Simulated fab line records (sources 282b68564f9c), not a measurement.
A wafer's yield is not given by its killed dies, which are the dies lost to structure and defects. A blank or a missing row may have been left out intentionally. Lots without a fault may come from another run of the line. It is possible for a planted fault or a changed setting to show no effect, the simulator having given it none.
Split-lot study    flow rit_cmos    23 wafers read from 5 lots, route of 202 steps

THE SPLIT ITSELF
At RIT_PWELL_IMPLANT_08, the setting dose_cm2 was moved away from the recipe's 7e+13 on 4 of the 23 wafers read, by +3.0% to +7.4%. For the rest of the wafers, this setting stayed at what the recipe calls for.

FROM THE SPLIT TO THE READING: what the file shows between them, 4 steps
- RIT_PWELL_STRIP_09: strips in O2, time 180 s
- RIT_PWELL_TW_MEAS_10
- RIT_WELLDRIVE_ANNEAL_00: time 14700 s
- RIT_WELLDRIVE_RS_MEAS_01: measures by four-point-probe

THE READING
Measured at RIT_WELLDRIVE_RS_MEAS_02 by four-point probe: PWELL_RS, in ohm/sq. Fault-free wafers of this fab line usually give 429.9 ohm/sq, standard deviation 1.1 ohm/sq.

wafer   tool, chamber at the split  dose_cm2 as run  against the recipe  PWELL_RS, ohm/sq  against lot-mates on the recipe
L074.1  implanter-02, 0             7e+13            recipe              430.1             -
L074.3  implanter-02, 0             7.212e+13        +3.0%               421.5             -8.5
L074.4  implanter-02, 0             7e+13            recipe              429.7             -
L074.5  implanter-02, 0             7.212e+13        +3.0%               422.0             -8.0
L074.6  implanter-02, 0             7e+13            recipe              430.3             -
L075.1  implanter-03, 0             7e+13            recipe              428.8             -
L075.2  implanter-03, 0             7.515e+13        +7.4%               408.9             -20.0
L075.3  implanter-03, 0             7e+13            recipe              429.0             -
L075.4  implanter-03, 0             7.515e+13        +7.4%               410.0             -18.9
L075.6  implanter-03, 0             7e+13            recipe              428.8             -
L078.2  implanter-03, 0             7e+13            recipe              431.2             -
L078.3  implanter-03, 0             7e+13            recipe              431.0             -
L078.4  implanter-03, 0             7e+13            recipe              429.3             -
L078.5  implanter-03, 0             7e+13            recipe              430.5             -
L078.6  implanter-03, 0             7e+13            recipe              429.5             -
L081.1  implanter-02, 0             7e+13            recipe              428.0             -
L081.3  implanter-02, 0             7e+13            recipe              429.2             -
L081.4  implanter-02, 0             7e+13            recipe              428.5             -
L081.5  implanter-02, 0             7e+13            recipe              429.4             -
L081.6  implanter-02, 0             7e+13            recipe              429.1             -
L084.3  implanter-03, 0             7e+13            recipe              431.0             -
L084.4  implanter-03, 0             7e+13            recipe              429.7             -
L084.6  implanter-03, 0             7e+13            recipe              429.5             -

FIT RESULTS
A straight line over all 23 wafers: PWELL_RS changes by -2.72 ohm/sq for each +1% of dose_cm2; r = -0.99; the points scatter about the line by 0.85 ohm/sq.
The same after taking each lot's own level away (the mean of its wafers on the recipe; 23 wafers): -2.65 ohm/sq for each +1%; r = -1.00; scatter 0.57 ohm/sq.
The reading moves by 20 ohm/sq for the largest change in dose_cm2, on that fit.
From 428.84 to 430.30 ohm/sq: that is the span of the lots' own levels, equal to 1.3 times the standard deviation above.
Consequently the slope shifts little with the lot-to-lot level, the two slopes agreeing.
Check: -19.2 ohm/sq against its lot-mates is what the line predicts for one of the wafers moved furthest among these (+7.4%) when that wafer is left out of the fit. Against them it came out at -20 ohm/sq.

FURTHER SPLITS ON THESE WAFERS
Note: prior to the reading, these wafers also went through further splits. Each is held against what the fit with the lots' levels taken away leaves over:
other split on the same wafers    wafers away from the commonest value  r with PWELL_RS (lot level and that fit taken away)
RIT_ACTIVE_CVD_03 pressure_mtorr  18                                    -0.05
RIT_ACTIVE_EXPOSE_08 dose_mj      5                                     -0.13
RIT_ACTIVE_ETCH_13 rf_w           7                                     +0.04
RIT_FOX1_WET_ETCH_02 time_s       10                                    +0.05
RIT_NWELL_IMPLANT_08 dose_cm2     5                                     +0.01

THE WHOLE CHAIN: every reading that the file lists as answering this split, in the file's order
step                      what it does                  reading   change (the file's fit)            r (the file's)
RIT_PWELL_TW_MEAS_10                                    PWELL_TW  +2.49 for each +1% of the setting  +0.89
RIT_WELLDRIVE_RS_MEAS_02  measures by four-point-probe  PWELL_RS  -2.65 for each +1% of the setting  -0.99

THE FILE'S OWN FIT
PWELL_RS changes by -2.65 ohm/sq for each +1% of dose_cm2, r = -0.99.
